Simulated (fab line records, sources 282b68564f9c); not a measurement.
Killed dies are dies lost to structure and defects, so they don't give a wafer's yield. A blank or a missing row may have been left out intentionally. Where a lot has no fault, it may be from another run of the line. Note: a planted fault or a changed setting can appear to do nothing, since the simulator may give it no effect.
What tool caused it?    flow ritCmos    14 lots, 42 wafers sampled, at 1 step of a route of 202

## WHAT THE GAUGES READ, wafer by wafer
Not one reading of a measure or inspect step in the record can be checked against a usual standard deviation.

## WHICH TOOL RAN EACH LOT (tool, then ch and the chambers of the sampled wafers, then the start)
lot   RIT_REOX_OXIDATION_03
L545  furnace-04 ch 0, day 2 14:59
L546  furnace-01 ch 0, day 2 19:13
L547  furnace-03 ch 0, day 3 01:59
L551  furnace-03 ch 0, day 3 22:26
L555  furnace-03, day 4 15:25
L556  furnace-03, day 4 21:26
L559  furnace-04 ch 0, day 5 11:53
L562  furnace-03 ch 0, day 6 03:53
L563  furnace-03 ch 0, day 6 08:35
L564  furnace-01 ch 0, day 6 14:25
L565  furnace-01 ch 0, day 6 20:58
L566  furnace-04 ch 0, day 6 22:30
L567  furnace-04 ch 0, day 7 04:37
L568  furnace-01 ch 0, day 7 10:28
- RIT_REOX_OXIDATION_03: target thk 25.2 nm, ox time 5580 s.

## WHAT THE TOOLS THEMSELVES READ (means of the sampled wafers that have a number; where no wafer has one, the mark that the record gives instead)
RIT_REOX_OXIDATION_03. Usual: oxTempC 900.1 C, standard deviation 0.4; oxTempCMax 904.8, standard deviation 1.4; zonePowerLoadPct 26.3 %, standard deviation 2.9.
lot   tool        oxTempC (C)  oxTempCMax  zonePowerLoadPct (%)  flag
L545  furnace-04  900.2        903.2       22.6                  
L546  furnace-01  899.7        906.1       29.9                  
L547  furnace-03  900.0        904.8       26.2                  
L551  furnace-03  900.5        905.3       26.0                  
L555  furnace-03  -            -           -                     OFF
L556  furnace-03  -            -           -                     OFF
L559  furnace-04  899.8        903.1       22.7                  
L562  furnace-03  900.0        905.2       25.9                  
L563  furnace-03  900.1        904.5       26.0                  
L564  furnace-01  900.6        906.2       29.9                  
L565  furnace-01  900.1        907.0       29.9                  
L566  furnace-04  899.4        902.5       22.6                  
L567  furnace-04  900.3        903.1       22.9                  
L568  furnace-01  900.0        906.4       29.7                  

## THE ANSWER, worked out from the rows above alone
Rule: lot off if the mean of its wafers having a number is beyond 3 standard deviations from the usual mean. Also off: a lot with no number at a reading for which 4 or more lots have one. Where the step has rows for the other lots, those lots are counted as sound. After the gauges, taken in route order, come the tools' own readings; for these a lot's mean is taken, as printed above. At the first step where some lot is off, the reading lying furthest off is the one used; lots without a number count as furthest.
Off: L555, L556 (RIT_REOX_OXIDATION_03, oxTempC). Without a number there: L555, L556.
If a tool, at that step or one of the process steps before it, ran each lot that is off and ran no sound lot following the first of them, it fits. No candidate that was tried fits.

## WHAT WAS PUT IN BY THE SIMULATOR
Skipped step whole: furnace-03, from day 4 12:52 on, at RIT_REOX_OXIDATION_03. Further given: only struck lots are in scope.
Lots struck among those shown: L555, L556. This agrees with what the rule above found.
